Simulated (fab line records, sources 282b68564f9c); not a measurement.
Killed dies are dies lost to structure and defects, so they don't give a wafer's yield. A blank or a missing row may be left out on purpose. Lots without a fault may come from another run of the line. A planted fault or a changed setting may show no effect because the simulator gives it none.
fab line records | flow rit_cmos
record lots=14 wafers=42 last_day=7
route steps=202 shown FOX2@27 NRETRO@63 PRETRO@72 M1@202
lots that met no fault: from a run of the same line without faults
start_h: hours from the record's first day to the start of the lot's first wafer shown | wait_h: hours since the lot's step before | " the same as in the row above | L1.1+2: a row that stands for several wafers | - no value, or no start given | * or withheld: withheld | < > ~ a bound
route shown NAME@n: a module of which the file shows steps, and the number in the route of the first | usual: mean/standard deviation of fault-free wafers | same: alike in all rows | chamber/n: place in a boat | sites: the reading at each site | _std_site: their standard deviation | _edge_site: outer sites' mean less inner sites' | radius_mm: how far each site lies from the wafer's centre | mask NAME#n: copy n | behind: the tool/chamber that last shaped the wafer | hold: why the lot was held/for how many hours/how that ended | device: the transistor (n, p or np) that didn't switch | end of line: the same wafers' tests at the end of the route | a step without rows: its recipe alone | killed: dies lost to structure and defects at the first sort, not the wafer's yield | map: a wafer's dies, x killed, . not, _ none there
set.NAME: the setting as run; set.NAME@STEP: as run at that earlier step | model.NAME: the simulator's own value behind a step, which no gauge read
steps of the route over a sample of lots; a table a step, a row a wafer
services: from which hour (start_h, from the record's first day; less than 0 if before it) a tool's chamber was out of use, for how many hours, and why
## steps
# step RIT_FOX2_THK_MEAS_90
# recipe reads=SiO2_of_FOX2_OXIDATION_00
# usual FIELD_OXIDE_LEFT_1_THK=326/5.3
# columns lot.wafer tool chamber start_h wait_h FIELD_OXIDE_LEFT_1_THK[nm]
L303.1 film_metro-02 - 20.70 0.0 322
L303.2 " - " " 328
L303.4 " - " " 328
L304.1 film_metro-04 - 24.87 0.0 339
L304.2 " - " " 337
L304.6 " - " " 330
L305.2 film_metro-03 - 34.59 0.0 331
L305.4 " - " " 327
L305.6 " - " " 327
L306.1 film_metro-02 - 37.22 0.0 323
L306.4 " - " " 330
L306.6 " - " " 327
L307.1 film_metro-02 - 40.69 0.0 334
L307.3 " - " " 330
L307.4 " - " " 330
L308.1 film_metro-02 - 47.11 0.0 322
L308.3 " - " " 328
L308.5 " - " " 323
L311.2 film_metro-03 - 64.28 0.0 319
L311.5 " - " " 314
L311.6 " - " " 320
L313.2 film_metro-03 - 70.82 0.0 326
L313.4 " - " " 325
L313.5 " - " " 326
L315.1 film_metro-04 - 82.14 0.0 315
L315.3 " - " " 313
L315.4 " - " " 313
L317.2 film_metro-02 - 92.17 0.0 330
L317.3 " - " " 330
L317.6 " - " " 327
L323.1 film_metro-04 - 120.68 0.0 321
L323.3 " - " " 323
L323.6 " - " " 319
L324.3 film_metro-03 - 125.67 0.0 328
L324.4 " - " " 334
L324.6 " - " " 328
L325.1 film_metro-04 - 130.60 0.0 327
L325.3 " - " " 332
L325.4 " - " " 327
L326.1 film_metro-02 - 138.39 0.0 329
L326.4 " - " " 322
L326.5 " - " " 326
# step RIT_NRETRO_TW_MEAS_10
# usual NRETRO_TW=1052/6.9
# columns lot.wafer tool chamber start_h wait_h NRETRO_TW
L303.1 film_metro-04 - 30.82 0.1 1048
L303.2 " - " " 1049
L303.4 " - " " 1051
L304.1 film_metro-01 - 36.96 0.1 1059
L304.2 " - " " 1062
L304.6 " - " " 1053
L305.2 film_metro-04 - 45.25 0.1 1043
L305.4 " - " " 1048
L305.6 " - " " 1045
L306.1 film_metro-01 - 49.37 0.1 1056
L306.4 " - " " 1052
L306.6 " - " " 1055
L307.1 film_metro-04 - 50.81 0.1 1040
L307.3 " - " " 1045
L307.4 " - " " 1050
L308.1 film_metro-01 - 57.31 0.1 1052
L308.3 " - " " 1053
L308.5 " - " " 1053
L311.2 film_metro-01 - 75.30 0.1 1058
L311.5 " - " " 1047
L311.6 " - " " 1050
L313.2 film_metro-02 - 83.20 0.1 1061
L313.4 " - " " 1065
L313.5 " - " " 1061
L315.1 film_metro-02 - 94.37 0.1 1061
L315.3 " - " " 1064
L315.4 " - " " 1057
L317.2 film_metro-01 - 103.32 0.1 1051
L317.3 " - " " 1046
L317.6 " - " " 1050
L323.1 film_metro-02 - 131.36 0.1 1053
L323.3 " - " " 1050
L323.6 " - " " 1049
L324.3 film_metro-04 - 136.68 0.1 1039
L324.4 " - " " 1041
L324.6 " - " " 1041
L325.1 film_metro-04 - 141.99 0.1 1039
L325.3 " - " " 1030
L325.4 " - " " 1036
L326.1 film_metro-02 - 149.31 0.1 1057
L326.4 " - " " 1057
L326.5 " - " " 1053
# step RIT_PRETRO_IMPLANT_08
# recipe species=B energy_kev=45 dose_cm2=1.2e+13 tilt_deg=7
# usual beam_energy_keV=45.001/0.015
# columns lot.wafer tool chamber start_h wait_h beam_energy_keV
L303.1 implanter-03 0 32.11 0.2 45.024
L303.2 " 0 " " 45.019
L303.4 " 0 " " 45.010
L304.1 implanter-03 0 38.18 0.2 45.004
L304.2 " 0 " " 45.025
L304.6 " 0 " " 45.012
L305.2 implanter-02 0 46.50 0.2 45.001
L305.4 " 0 " " 44.972
L305.6 " 0 " " 44.981
L306.1 implanter-04 0 50.72 0.2 44.969
L306.4 " 0 " " 44.993
L306.6 " 0 " " 44.966
L307.1 implanter-03 0 52.21 0.2 44.994
L307.3 " 0 " " 45.030
L307.4 " 0 " " 45.017
L308.1 implanter-03 0 58.54 0.2 45.018
L308.3 " 0 " " 44.999
L308.5 " 0 " " 45.002
L311.2 implanter-03 0 76.54 0.2 44.991
L311.5 " 0 " " 45.003
L311.6 " 0 " " 44.996
L313.2 implanter-03 0 84.44 0.2 29.234
L313.4 " 0 " " 29.218
L313.5 " 0 " " 29.241
L315.1 implanter-02 0 95.73 0.2 44.991
L315.3 " 0 " " 44.994
L315.4 " 0 " " 45.014
L317.2 implanter-03 0 104.84 0.2 29.222
L317.3 " 0 " " 29.235
L317.6 " 0 " " 29.228
L323.1 implanter-02 0 132.59 0.2 45.004
L323.3 " 0 " " 45.009
L323.6 " 0 " " 44.998
L324.3 implanter-02 0 138.06 0.2 45.010
L324.4 " 0 " " 45.001
L324.6 " 0 " " 44.996
L325.1 implanter-04 0 143.22 0.2 44.993
L325.3 " 0 " " 44.981
L325.4 " 0 " " 45.006
L326.1 implanter-02 0 150.76 0.2 45.008
L326.4 " 0 " " 45.016
L326.5 " 0 " " 45.039
# step RIT_PRETRO_TW_MEAS_10
# usual PRETRO_TW=478.7/2.5
# columns lot.wafer tool chamber start_h wait_h PRETRO_TW
L303.1 film_metro-02 - 32.44 0.1 476.5
L303.2 " - " " 474.2
L303.4 " - " " 475.8
L304.1 film_metro-03 - 38.51 0.1 480.6
L304.2 " - " " 479.5
L304.6 " - " " 476.9
L305.2 film_metro-01 - 46.81 0.1 476.9
L305.4 " - " " 476.7
L305.6 " - " " 478.0
L306.1 film_metro-03 - 51.05 0.1 478.8
L306.4 " - " " 479.0
L306.6 " - " " 476.3
L307.1 film_metro-01 - 52.53 0.1 474.7
L307.3 " - " " 471.1
L307.4 " - " " 475.0
L308.1 film_metro-01 - 58.87 0.1 477.2
L308.3 " - " " 478.0
L308.5 " - " " 474.6
L311.2 film_metro-02 - 76.85 0.1 481.0
L311.5 " - " " 483.4
L311.6 " - " " 480.7
L313.2 film_metro-03 - 84.75 0.1 447.5
L313.4 " - " " 445.6
L313.5 " - " " 446.1
L315.1 film_metro-03 - 96.05 0.1 480.2
L315.3 " - " " 478.9
L315.4 " - " " 480.4
L317.2 film_metro-03 - 105.15 0.1 441.8
L317.3 " - " " 444.6
L317.6 " - " " 445.0
L323.1 film_metro-03 - 132.91 0.1 480.0
L323.3 " - " " 480.1
L323.6 " - " " 482.1
L324.3 film_metro-03 - 138.35 0.1 479.4
L324.4 " - " " 480.6
L324.6 " - " " 481.1
L325.1 film_metro-03 - 143.54 0.1 481.6
L325.3 " - " " 481.8
L325.4 " - " " 481.3
L326.1 film_metro-01 - 151.08 0.1 475.7
L326.4 " - " " 477.1
L326.5 " - " " 474.1
# step RIT_FOX2_THK_MEAS_91
# recipe reads=SiO2_of_FOX2_OXIDATION_00
# usual FIELD_OXIDE_LEFT_2_THK=258/5.6
# columns lot.wafer tool chamber start_h wait_h FIELD_OXIDE_LEFT_2_THK[nm]
L303.1 film_metro-03 - 32.92 0.0 254
L303.2 " - " " 261
L303.4 " - " " 260
L304.1 film_metro-03 - 39.02 0.0 271
L304.2 " - " " 269
L304.6 " - " " 263
L305.2 film_metro-03 - 47.32 0.0 263
L305.4 " - " " 258
L305.6 " - " " 259
L306.1 film_metro-03 - 51.55 0.0 255
L306.4 " - " " 263
L306.6 " - " " 259
L307.1 film_metro-04 - 53.04 0.0 266
L307.3 " - " " 263
L307.4 " - " " 262
L308.1 film_metro-04 - 59.34 0.0 254
L308.3 " - " " 259
L308.5 " - " " 255
L311.2 film_metro-03 - 77.34 0.0 250
L311.5 " - " " 246
L311.6 " - " " 253
L313.2 film_metro-03 - 85.24 0.0 259
L313.4 " - " " 258
L313.5 " - " " 259
L315.1 film_metro-04 - 96.53 0.0 246
L315.3 " - " " 245
L315.4 " - " " 245
L317.2 film_metro-03 - 105.62 0.0 262
L317.3 " - " " 262
L317.6 " - " " 260
L323.1 film_metro-04 - 133.41 0.0 252
L323.3 " - " " 254
L323.6 " - " " 251
L324.3 film_metro-03 - 138.83 0.0 260
L324.4 " - " " 265
L324.6 " - " " 259
L325.1 film_metro-04 - 144.02 0.0 260
L325.3 " - " " 266
L325.4 " - " " 260
L326.1 film_metro-03 - 151.76 0.0 260
L326.4 " - " " 253
L326.5 " - " " 257
# step RIT_M1_PROBE_99
# usual killed_at_M0_to_M3=0.0/0.12 killed_at_contacts=0.1/0.25 killed_at_front_end=6.8/2.7 killed_dies=6.8/2.7 killed_open=3.4/1.8 killed_short=3.5/1.7
# same gross_dies=264 killed_at_M4_up=0 killed_at_back_side=0 killed_at_other=0
# columns lot.wafer tool chamber start_h wait_h killed_at_M0_to_M3 killed_at_contacts killed_at_front_end killed_dies killed_open killed_short
L303.1 prober-01 - 60.19 0.1 0 0 4 4 2 2
L303.2 prober-01 - 60.24 0.1 0 0 4 4 4 0
L303.4 prober-01 - 60.34 0.2 0 0 5 5 2 3
L304.1 prober-02 - 69.03 0.1 0 1 8 9 5 4
L304.2 prober-02 - 69.08 0.1 0 1 6 7 2 5
L304.6 prober-02 - 69.28 0.2 0 0 9 9 6 3
L305.2 prober-01 - 73.20 0.1 0 0 11 11 7 4
L305.4 prober-01 - 73.30 0.2 0 1 6 7 4 3
L305.6 prober-01 - 73.40 0.2 0 0 5 5 3 2
L306.1 prober-02 - 78.70 0.1 0 0 9 9 5 4
L306.4 prober-02 - 78.85 0.2 0 0 7 7 4 3
L306.6 prober-02 - 78.95 0.2 0 0 5 5 0 5
L307.1 prober-01 - 81.14 0.1 0 0 13 13 6 7
L307.3 prober-01 - 81.24 0.2 0 0 3 3 2 1
L307.4 prober-01 - 81.29 0.2 0 0 5 5 2 3
L308.1 prober-02 - 86.54 0.1 0 0 7 7 3 4
L308.3 prober-02 - 86.64 0.2 0 0 11 11 6 5
L308.5 prober-02 - 86.74 0.2 0 0 16 16 8 8
L311.2 prober-01 - 127.65 0.4 0 0 4 4 2 2
L311.5 prober-01 - 127.80 0.5 0 0 6 6 2 4
L311.6 prober-01 - 127.85 0.6 0 0 7 7 4 3
L313.2 prober-01 - 128.55 1.2 0 0 3 3 0 3
L313.4 prober-01 - 128.65 1.3 0 0 5 5 5 0
L313.5 prober-01 - 128.70 1.3 0 0 2 2 0 2
L315.1 prober-01 - 129.10 1.7 0 0 8 8 4 4
L315.3 prober-01 - 129.20 1.7 0 0 11 11 7 4
L315.4 prober-01 - 129.25 1.8 0 0 7 7 3 4
L317.2 prober-01 - 132.15 0.1 0 0 7 7 2 5
L317.3 prober-01 - 132.20 0.2 0 0 4 4 2 2
L317.6 prober-01 - 132.35 0.2 0 0 4 4 4 0
L323.1 prober-01 - 163.48 0.1 0 0 4 4 1 3
L323.3 prober-01 - 163.58 0.2 0 0 11 11 5 6
L323.6 prober-01 - 163.73 0.2 0 0 13 13 6 7
L324.3 prober-02 - 166.03 0.2 0 0 6 6 3 3
L324.4 prober-02 - 166.08 0.2 0 0 8 8 4 4
L324.6 prober-02 - 166.18 0.2 0 0 12 12 4 8
L325.1 prober-01 - 172.46 0.1 0 0 8 8 5 3
L325.3 prober-01 - 172.56 0.2 0 0 11 11 6 5
L325.4 prober-01 - 172.61 0.2 0 0 4 4 1 3
L326.1 prober-02 - 176.88 0.1 1 0 4 5 2 3
L326.4 prober-02 - 177.03 0.2 0 0 11 11 7 4
L326.5 prober-02 - 177.08 0.2 0 0 7 7 3 4
# killed by level:class
L303.1 GATE:geometric_particle:open=1 GATE:geometric_particle:short=1 SPACER:geometric_particle:open=1 SILICIDE:geometric_particle:short=1
L303.2 SPACER:geometric_particle:open=2 GATE:geometric_particle:open=1 SILICIDE:geometric_particle:open=1
L303.4 FOX2:geometric_particle:short=2 SPACER:geometric_particle:open=2 FOX1:geometric_particle:short=1
L304.1 GATE:geometric_particle:open=2 SILICIDE:geometric_particle:open=2 FOX1:geometric_particle:short=1 GATE:geometric_particle:short=1 REOX:geometric_particle:short=1 SPACER:geometric_particle:open=1 CONTACT:geometric_particle:short=1
L304.2 GATE:geometric_particle:short=3 FOX1:geometric_particle:open=1 FOX1:geometric_particle:short=1 GATE:geometric_particle:open=1 CONTACT:geometric_particle:short=1
L304.6 FOX1:geometric_particle:open=3 SPACER:geometric_particle:open=2 REOX:geometric_particle:short=1 REOX:geometric_particle:open=1 SPACER:geometric_particle:short=1 SILICIDE:geometric_particle:short=1
L305.2 GATE:geometric_particle:open=6 FOX1:geometric_particle:short=2 GATE:geometric_particle:short=1 SPACER:geometric_particle:short=1 SILICIDE:geometric_particle:open=1
L305.4 GATE:geometric_particle:short=3 FOX1:geometric_particle:open=2 GATE:geometric_particle:open=1 CONTACT:geometric_particle:open=1
L305.6 GATE:geometric_particle:open=2 FOX2:geometric_particle:short=1 REOX:geometric_particle:open=1 SILICIDE:geometric_particle:short=1
L306.1 GATE:geometric_particle:open=2 SILICIDE:geometric_particle:open=2 FOX1:geometric_particle:open=1 GATE:geometric_particle:short=1 REOX:geometric_particle:short=1 SPACER:geometric_particle:short=1 SILICIDE:geometric_particle:short=1
L306.4 FOX1:geometric_particle:short=2 REOX:geometric_particle:open=2 FOX1:geometric_particle:open=1 REOX:geometric_particle:short=1 SPACER:geometric_particle:open=1
L306.6 GATE:geometric_particle:short=2 FOX1:geometric_particle:short=1 REOX:geometric_particle:short=1 SILICIDE:geometric_particle:short=1
L307.1 GATE:geometric_particle:open=4 GATE:geometric_particle:short=3 FOX2:geometric_particle:short=2 SILICIDE:geometric_particle:open=2 REOX:geometric_particle:short=1 SPACER:geometric_particle:short=1
L307.3 GATE:geometric_particle:open=2 FOX2:geometric_particle:short=1
L307.4 GATE:geometric_particle:short=2 FOX1:geometric_particle:short=1 FOX1:geometric_particle:open=1 GATE:geometric_particle:open=1
L308.1 GATE:geometric_particle:open=2 GATE:geometric_particle:short=2 SILICIDE:geometric_particle:short=2 REOX:geometric_particle:open=1
L308.3 GATE:geometric_particle:short=3 GATE:geometric_particle:open=2 FOX1:geometric_particle:open=1 FOX2:geometric_particle:open=1 REOX:geometric_particle:short=1 REOX:geometric_particle:open=1 SPACER:geometric_particle:open=1 SILICIDE:geometric_particle:short=1
L308.5 GATE:geometric_particle:open=6 GATE:geometric_particle:short=4 SILICIDE:geometric_particle:short=2 FOX2:geometric_particle:short=1 REOX:geometric_particle:open=1 REOX:geometric_particle:short=1 SILICIDE:geometric_particle:open=1
L311.2 GATE:geometric_particle:open=1 REOX:geometric_particle:short=1 SILICIDE:geometric_particle:short=1 SILICIDE:geometric_particle:open=1
L311.5 FOX2:geometric_particle:short=2 GATE:geometric_particle:short=1 REOX:geometric_particle:open=1 SPACER:geometric_particle:short=1 SILICIDE:geometric_particle:open=1
L311.6 FOX2:geometric_particle:open=2 FOX2:geometric_particle:short=1 GATE:geometric_particle:short=1 GATE:geometric_particle:open=1 REOX:geometric_particle:open=1 SPACER:geometric_particle:short=1
L313.2 GATE:geometric_particle:short=2 SILICIDE:geometric_particle:short=1
L313.4 FOX2:geometric_particle:open=2 SPACER:geometric_particle:open=2 GATE:geometric_particle:open=1
L313.5 GATE:geometric_particle:short=1 SILICIDE:geometric_particle:short=1
L315.1 GATE:geometric_particle:short=3 FOX2:geometric_particle:open=1 REOX:geometric_particle:short=1 REOX:geometric_particle:open=1 SPACER:geometric_particle:open=1 SILICIDE:geometric_particle:open=1
L315.3 GATE:geometric_particle:open=3 SPACER:geometric_particle:short=3 REOX:geometric_particle:open=2 SPACER:geometric_particle:open=2 REOX:geometric_particle:short=1
L315.4 FOX1:geometric_particle:short=2 FOX1:geometric_particle:open=1 SILICIDE:geometric_particle:short=1 GATE:geometric_particle:open=1 REOX:geometric_particle:open=1 SPACER:geometric_particle:short=1
L317.2 GATE:geometric_particle:short=2 REOX:geometric_particle:short=2 FOX2:geometric_particle:open=1 FOX2:geometric_particle:short=1 REOX:geometric_particle:open=1
L317.3 FOX2:geometric_particle:short=1 GATE:geometric_particle:short=1 GATE:geometric_particle:open=1 REOX:geometric_particle:open=1
L317.6 GATE:geometric_particle:open=3 SPACER:geometric_particle:open=1
L323.1 GATE:geometric_particle:short=2 FOX2:geometric_particle:open=1 SILICIDE:geometric_particle:short=1
L323.3 GATE:geometric_particle:short=4 REOX:geometric_particle:open=2 FOX1:geometric_particle:short=1 GATE:geometric_particle:open=1 SPACER:geometric_particle:open=1 SILICIDE:geometric_particle:short=1 SILICIDE:geometric_particle:open=1
L323.6 GATE:geometric_particle:short=4 REOX:geometric_particle:open=3 GATE:geometric_particle:open=2 REOX:geometric_particle:short=2 SILICIDE:geometric_particle:short=1 SILICIDE:geometric_particle:open=1
L324.3 GATE:geometric_particle:short=3 FOX2:geometric_particle:open=1 REOX:geometric_particle:open=1 SILICIDE:geometric_particle:open=1
L324.4 FOX2:geometric_particle:open=2 GATE:geometric_particle:open=2 REOX:geometric_particle:short=2 FOX2:geometric_particle:short=1 SILICIDE:geometric_particle:short=1
L324.6 GATE:geometric_particle:short=3 REOX:geometric_particle:short=2 SILICIDE:geometric_particle:open=2 SILICIDE:geometric_particle:short=2 FOX2:geometric_particle:short=1 GATE:geometric_particle:open=1 REOX:geometric_particle:open=1
L325.1 GATE:geometric_particle:open=3 FOX1:geometric_particle:short=1 FOX2:geometric_particle:open=1 GATE:geometric_particle:short=1 SPACER:geometric_particle:open=1 SILICIDE:geometric_particle:short=1
L325.3 GATE:geometric_particle:open=4 GATE:geometric_particle:short=3 SPACER:geometric_particle:short=2 FOX1:geometric_particle:open=1 SILICIDE:geometric_particle:open=1
L325.4 SPACER:geometric_particle:short=2 SPACER:geometric_particle:open=1 SILICIDE:geometric_particle:short=1
L326.1 FOX1:geometric_particle:open=1 GATE:geometric_particle:open=1 GATE:geometric_particle:short=1 SPACER:geometric_particle:short=1 M1:geometric_particle:short=1
L326.4 GATE:geometric_particle:open=3 SPACER:geometric_particle:open=3 GATE:geometric_particle:short=2 SPACER:geometric_particle:short=2 REOX:geometric_particle:open=1
L326.5 GATE:geometric_particle:short=2 SPACER:geometric_particle:open=2 REOX:geometric_particle:open=1 REOX:geometric_particle:short=1 SPACER:geometric_particle:short=1
## services
# columns tool chamber start_h hours kind
implanter-02 - 48.99 2.3 repair
implanter-02 - 82.65 2.4 pm
implanter-02 - 96.48 5.3 repair
implanter-03 - 112.15 3.0 repair
implanter-02 - 145.00 3.1 repair
## key
first_sign step=RIT_PRETRO_IMPLANT_08 reading=beam_energy_keV direction=down sigmas=99+ usual=45.001 struck=29.230
effect step=RIT_PRETRO_TW_MEAS_10 reading=PRETRO_TW direction=down sigmas=14 usual=478.7 struck=445.1
met_at RIT_PRETRO_IMPLANT_08
struck_lots L313,L317
tester_left_out L313,L317
not_acting_at RIT_FOX2_THK_MEAS_90,RIT_NRETRO_TW_MEAS_10,RIT_FOX2_THK_MEAS_91
onset_between 76.54 84.44
fault kind=process_parameter_drift tool=implanter-03 chamber=- onset_h=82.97 steps=RIT_PRETRO_IMPLANT_08 channel=energy_kev offset=-15.75 shape=step end_h=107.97 acts_in=these_recipes_only stated=45
# tester_left_out: of these lots the tester's yield and bins aren't shown, on N5 and GAA mostly nor the transistor test; their killed dies are dies lost to structure and defects alone, not to doping, threshold or leakage, so they don't give the yield
